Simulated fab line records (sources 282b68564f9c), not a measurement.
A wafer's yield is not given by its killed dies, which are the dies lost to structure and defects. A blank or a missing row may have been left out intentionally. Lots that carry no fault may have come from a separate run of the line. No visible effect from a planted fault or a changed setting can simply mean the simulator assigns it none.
Problem report in the 8D (eight disciplines) form, filled by code | flow rit_cmos | the parts of the form that need people (team, actions taken, sign-off) are left out

## 1. PROBLEM STATEMENT
At RIT_SPACER_ETCHBACK_05, run_length_s averages 251.9 s over 3 wafers from 2 lots, while fault-free wafers read 268.2 s, standard deviation 0.49. Measured from the usual mean, that is -33 standard deviations.
The step: etches Si3N4 in SF6/CHF3, stops on SiO2, target depth 250 nm, time 240 s.
The first sign was on wafer L217.3 at day 4 03:20, on rie_diel-02. The record holds 42 wafers of 14 lots with a number at this step. By rule, "out" or "out of limits" means more than 4 standard deviations away from the usual mean. The rest of the wafers with a number are treated as sound.

## 2. WHAT IT IS, AND WHAT IT ISN'T
question                    | is                           | is not
which readings at this step | run_length_s, oes_product_au | drypump_motor_current_A, throttle_valve_pct
which lots                  | L217, L220                   | L211, L212, L213, L214, L219, L225, L226, L227, L230, L231, L233, L234
which wafers of those lots  | L217.3, L217.5, L220.1       | L217.6, L220.3, L220.4
read on which tools         | rie_diel-02                  | rie_diel-01, rie_diel-04
when                        | from day 4 03:20             | up to then (13 sound wafers); but 26 sound wafers of L219, L220, L225, L226, L227, L230, L231, L233, L234 came after

## 3. SUSPECTS, AND WHAT RULES EACH OUT
Counting: any tool at a process step up to the reading remains a suspect provided it ran every lot that is out. Sound lots after the first of them don't rule it out here, since some wafers of a struck lot are sound.
- rie_diel-02 at RIT_SPACER_ETCHBACK_05 (etches Si3N4 in SF6/CHF3, stops on SiO2, target depth 250 nm, time 240 s): kept. Every lot that is out went through it, the first being L217 (day 4 03:20); the last sound lot it ran before that was L214 (day 3 13:50). Out on those wafers are its own readings of oes_product_au, run_length_s.
- rie_diel-02, RIT_SPACER_ETCHBACK_05: wafers that are out in chamber 3, sound lot-mates in chambers 0, 2.
After counting, what remains is rie_diel-02 at RIT_SPACER_ETCHBACK_05.

## 4. THE CAUSE (what the simulator had put in)
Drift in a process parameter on rie_diel-02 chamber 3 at RIT_SPACER_ETCHBACK_05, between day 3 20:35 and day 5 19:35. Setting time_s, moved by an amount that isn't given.
The count eliminated every tool but this one.

## 5. SEQUENCE OF EFFECTS, ordered by route
One row per reading whose mean, taken over the struck wafers that have a number, lies over 3 standard deviations from the usual. Only readings whose record carries a usual standard deviation are examined. hours: median over the lots of the time between each lot's start at the first step of this table that gives one and its start at this step. sigmas: the change, counted in usual standard deviations.
hours | step                   | reading        | usual      | on struck wafers | change | sigmas
0     | RIT_SPACER_ETCHBACK_05 | oes_product_au | 0.840 a.u. | 0.908            | +0.068 | +5.3
0     | RIT_SPACER_ETCHBACK_05 | run_length_s   | 268.2 s    | 251.9            | -16.3  | -33
Process steps it contains:
- RIT_SPACER_ETCHBACK_05: etches Si3N4 in SF6/CHF3, stops on SiO2, target depth 250 nm, time 240 s.
At these later measuring or inspecting steps, every struck wafer for which the step has a row has a number for every such reading, and none has moved that far: RIT_PSD_OVL_MEAS_06, RIT_SDANNEAL_RS_MEAS_07.

## 6. WHAT WOULD HAVE CAUGHT IT SOONER
In this record no reading fell out of limits until day 4 03:20, 7 hours after the fault had begun at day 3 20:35.
